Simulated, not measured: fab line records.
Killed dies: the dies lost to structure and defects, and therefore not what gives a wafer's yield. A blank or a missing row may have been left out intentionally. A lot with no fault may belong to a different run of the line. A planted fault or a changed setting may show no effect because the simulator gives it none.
A lot that was struck, set against a sound lot | flow berkeley_cmos170 | 14 steps out of a route of 331
Sound: these wafers, L443.2, L443.3, L443.4. Wafers L447.3, L447.4, L447.5 were the ones struck. The cause comes at the end.
For every step that has rows: the tool of each side, followed by ch and its chambers, followed by its first start. Under that, the readings that differ: sound wafers | struck wafers | difference of the means | sigmas: that difference in standard deviations of wafers without a fault.
alike: readings with means less than 2 such deviations apart, plus words and numbers identical on both sides. not compared: withheld readings, readings lacking a value on some wafer, bounds such as >300 that could conceal the same value, and numbers that have no deviation in the record and whose values overlap.
A row with sigmas, a row that says differs or no value, or rows on one side alone: a step with any of these is where the two part. Numbers that don't overlap but have no deviation are shown without sigmas and don't part them. Lack of a reading on every wafer of one side parts them only where that side has two or more wafers.

first, 2 steps without rows for these wafers: UCB170_PVT_HMDS_00 (prime time 60 s); UCB170_PVT_COAT_01 (resist thk 900 nm).
UCB170_PVT_SOFTBAKE_02: time 62.52 s.
  sound on litho_track-04 ch 0, day 7 03:04; struck on litho_track-02 ch 0, day 8 04:23
  alike: plate_sensor_t_centre_C, plate_sensor_t_edge_C, softbake_temp_c
then, 3 steps without rows for these wafers: UCB170_PVT_EXPOSE_03 (exposes mask NWELL, target cd 3000 nm); UCB170_PVT_PEB_04; UCB170_PVT_DEVELOP_05 (develop time 45 s).
UCB170_PVT_OVL_MEAS_06:
  sound on overlay-02 at day 7 03:56; struck on overlay-02 at day 8 05:01
  alike: PVT_OVL
then, 1 step without rows for these wafers: UCB170_PVT_IMPLANT_07.
UCB170_PVT_STRIP_08: strips in O2.
  sound on plasma_asher-02 ch 0,1, day 7 04:07; struck on plasma_asher-01 ch 0,1, day 8 05:13
  alike: drypump_motor_current_A, oes_product_au, strip_time_to_endpoint_s
  not compared: rf_hours_counter_h
UCB170_PVT_TW_MEAS_09:
  sound on film_metro-02 at day 7 04:13; struck on film_metro-04 at day 8 05:19
  reading | sound       | struck      | difference | sigmas
  PVT_TW  | 500 502 499 | 512 511 512 | +11        | +2
then, 1 step without rows for these wafers: UCB170_GATE_WET_ETCH_00 (etches SiO2 in dHF, time 200 s).
UCB170_FIELD_THK_MEAS_91:
  sound on film_metro-01 at day 7 04:20; struck on film_metro-04 at day 8 06:14
  alike: FIELD_OXIDE_LEFT_2_THK
UCB170_GATE_OXIDATION_01: target thk 6.6 nm, ox time 1800 s.
  sound on furnace-02 ch 0, day 7 06:49; struck on furnace-01, day 8 11:12
  no value came back on the struck wafers for ox_temp_c (C), ox_temp_c_max, ox_time_s (s), tube_center_temp_C_max; on the sound wafers ox_temp_c (C) reads 850.1 850.1 849.4
then, 1 step without rows for these wafers: UCB170_GATE_ANNEAL_03 (time 1800 s).

## WHERE THEY PART
First at UCB170_PVT_TW_MEAS_09; last, within this record, at UCB170_GATE_OXIDATION_01.

WHY: whatever the simulator had introduced
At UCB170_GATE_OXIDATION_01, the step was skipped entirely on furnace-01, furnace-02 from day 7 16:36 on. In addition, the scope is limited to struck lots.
